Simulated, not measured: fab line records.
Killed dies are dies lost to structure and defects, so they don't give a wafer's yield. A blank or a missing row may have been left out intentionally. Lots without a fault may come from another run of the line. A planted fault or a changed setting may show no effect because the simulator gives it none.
Which tool was responsible? | flow berkeley-cmos170 | 21 wafers from 7 lots sampled at 2 of the route's 331 steps

## WHAT THE GAUGES READ, wafer by wafer
UCB170_SPACER_THK_MEAS_01.
lot  | measured     | on            | SPACER_TEOS_THK (nm)
L558 | day 6 17:07  | film-metro-02 | 369 375 373
L560 | day 7 06:55  | film-metro-01 | 367 379 369
L564 | day 7 17:20  | film-metro-01 | 368 368 372
L565 | day 7 22:22  | film-metro-01 | 374 377 384
L572 | day 9 14:13  | film-metro-03 | 228 228 234
L577 | day 10 15:49 | film-metro-02 | 369 372 383
L580 | day 11 00:50 | film-metro-03 | 371 377 378

## EACH LOT AND THE TOOL THAT RAN IT (in order: tool; ch and the chambers of the sampled wafers; start)
lot  | UCB170_SPACER_CVD_00
L558 | pecvd-02 ch 0,1, day 6 17:04
L560 | pecvd-02 ch 0,1, day 7 06:51
L564 | pecvd-02 ch 0,1, day 7 17:17
L565 | pecvd-01 ch 0,2, day 7 22:19
L572 | pecvd-02 ch 0,2, day 9 14:10
L577 | pecvd-04 ch 1,2, day 10 15:47
L580 | pecvd-04 ch 1,2, day 11 00:48
- UCB170_SPACER_CVD_00: deposits SiO2 from TEOS/O2, target thk 376 nm, time 47 s.

## THE ANSWER, worked out from the rows above alone
Rule: the usual values come from the lots themselves. The widest of any qualifying gaps counts: lots, ordered by their means at a reading, are off when they make up no more than a third of the lots, leave a main group of 4 or more, and stand apart from it by 3 or more times the standard deviation of that group's means. The tables above print the reading to a certain number of digits; a main group whose means all agree to those digits is not used. A lot without any number at a reading at which 4 lots or more have one is off too. The other lots that the step has rows for count as sound.
Off: L572, at UCB170_SPACER_THK_MEAS_01 (SPACER_TEOS_THK). Mean 374 nm and standard deviation 2.9 in the main group.
If a tool, at a process step before that reading, ran all the lots that are off and no sound lot after the first of them, it fits. Gauges at UCB170_SPACER_THK_MEAS_01: tried the same way as those tools. One fits: pecvd-02 at UCB170_SPACER_CVD_00. A fault onset in the window from L564 (day 7 17:17, its last sound lot) to L572 (day 9 14:10, its first lot off) fits.

## WHAT WAS PUT IN BY THE SIMULATOR
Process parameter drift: pecvd-02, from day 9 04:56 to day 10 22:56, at UCB170_SPACER_CVD_00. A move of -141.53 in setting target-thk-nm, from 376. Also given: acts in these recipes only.
Shown lots that were struck: L572. The rule above found the same.
